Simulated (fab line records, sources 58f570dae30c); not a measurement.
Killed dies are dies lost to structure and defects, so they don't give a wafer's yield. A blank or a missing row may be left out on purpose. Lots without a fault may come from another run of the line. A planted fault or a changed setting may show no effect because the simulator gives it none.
Tool commonality check | flow berkeley_cmos170 | 14 lots, 42 wafers sampled

WHY IT WAS OPENED
At UCB170_PWELL_TW_MEAS_17 the reading PWELL_TW is flagged on 2 of 14 lots. Wafers without a fault read 378.0, standard deviation 1.9.
Rule: a lot is flagged when every wafer of it that has a number lies more than 4 standard deviations from that mean, or none has a number. The other lots count as sound.

lot  | measured    | on            | PWELL_TW, wafer by wafer | flag
L485 | day 3 06:40 | film_metro-03 | 380.5 378.4 380.6        |
L486 | day 3 19:23 | film_metro-02 | 377.9 377.9 379.2        |
L488 | day 3 20:02 | film_metro-04 | 378.6 377.8 377.4        |
L487 | day 4 00:31 | film_metro-03 | 380.0 377.5 380.6        |
L490 | day 4 08:27 | film_metro-03 | 380.2 378.3 377.3        |
L494 | day 5 07:15 | film_metro-03 | 377.9 379.5 379.9        |
L496 | day 5 14:47 | film_metro-04 | 338.0 337.2 338.3        | FLAGGED
L499 | day 6 12:10 | film_metro-04 | 336.8 338.3 337.4        | FLAGGED
L500 | day 6 12:34 | film_metro-02 | 378.0 376.8 379.7        |
L502 | day 7 02:58 | film_metro-04 | 377.0 377.2 378.3        |
L503 | day 7 03:13 | film_metro-02 | 378.5 379.1 376.8        |
L505 | day 7 14:22 | film_metro-04 | 378.2 378.1 378.6        |
L507 | day 8 02:18 | film_metro-02 | 379.8 379.5 380.7        |
L506 | day 8 02:34 | film_metro-04 | 375.9 375.1 375.6        |
The numbers of the flagged lots are 337.7 on average: -40.3 against the usual, or -21 standard deviations.

WHICH TOOL RAN EACH LOT
The record holds 1 process step before the reading, out of a route of 331 steps. In each cell: the tool, then ch and the chambers that the sampled wafers went through, then the start.
lot  | flag    | UCB170_PWELL_IMPLANT_15
L485 |         | implanter-01 ch 0, day 3 06:25
L486 |         | implanter-03 ch 0, day 3 19:10
L488 |         | implanter-01 ch 0, day 3 19:49
L487 |         | implanter-03 ch 0, day 4 00:17
L490 |         | implanter-04 ch 0, day 4 08:12
L494 |         | implanter-01 ch 0, day 5 07:01
L496 | FLAGGED | implanter-01 ch 0, day 5 14:33
L499 | FLAGGED | implanter-01 ch 0, day 6 11:55
L500 |         | implanter-04 ch 0, day 6 12:19
L502 |         | implanter-04 ch 0, day 7 02:46
L503 |         | implanter-03 ch 0, day 7 02:58
L505 |         | implanter-03 ch 0, day 7 14:07
L507 |         | implanter-04 ch 0, day 8 02:04
L506 |         | implanter-03 ch 0, day 8 02:19
What these steps do:
- UCB170_PWELL_IMPLANT_15
- UCB170_PWELL_TW_MEAS_17

FLAGGED OVER TOTAL, TOOL BY TOOL (the gauges that took the reading come last)
step                    | tool          | lots run | flagged | share of the flagged lots | sound lots run after its first flagged lot
UCB170_PWELL_IMPLANT_15 | implanter-01  | 5        | 2       | all                       | 0
UCB170_PWELL_IMPLANT_15 | implanter-03  | 5        | 0       | none                      | -
UCB170_PWELL_IMPLANT_15 | implanter-04  | 4        | 0       | none                      | -
UCB170_PWELL_TW_MEAS_17 | film_metro-02 | 4        | 0       | none                      | -
UCB170_PWELL_TW_MEAS_17 | film_metro-03 | 4        | 0       | none                      | -
UCB170_PWELL_TW_MEAS_17 | film_metro-04 | 6        | 2       | all                       | 3 (L502,L505,L506)

WHAT THE TABLE ALLOWS
2 rows of the table ran every flagged lot: implanter-01 at UCB170_PWELL_IMPLANT_15, film_metro-04 at UCB170_PWELL_TW_MEAS_17.
- implanter-01 at UCB170_PWELL_IMPLANT_15: 2 of its 5 lots flagged. Its last sound lot is L494 (day 5 07:01), its first flagged lot L496 (day 5 14:33): a fault that began between those two fits. Its own readings lie more than 4 standard deviations out on every wafer of the flagged lots: dose_ions_cm2, faraday_current_uA.
- film_metro-04 at UCB170_PWELL_TW_MEAS_17: 2 of its 6 lots flagged. Sound lots ran on it after the first flagged one (L502, L505, L506), which a lasting fault on the whole tool wouldn't allow.
One tool is left: implanter-01 at UCB170_PWELL_IMPLANT_15.

WHAT THE SIMULATOR HAD PUT IN
Process parameter drift: implanter-01, from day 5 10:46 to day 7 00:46, at UCB170_PWELL_IMPLANT_15. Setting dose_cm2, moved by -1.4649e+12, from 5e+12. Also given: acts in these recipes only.
Lots struck among those shown: L496, L499. The rule above found the same.
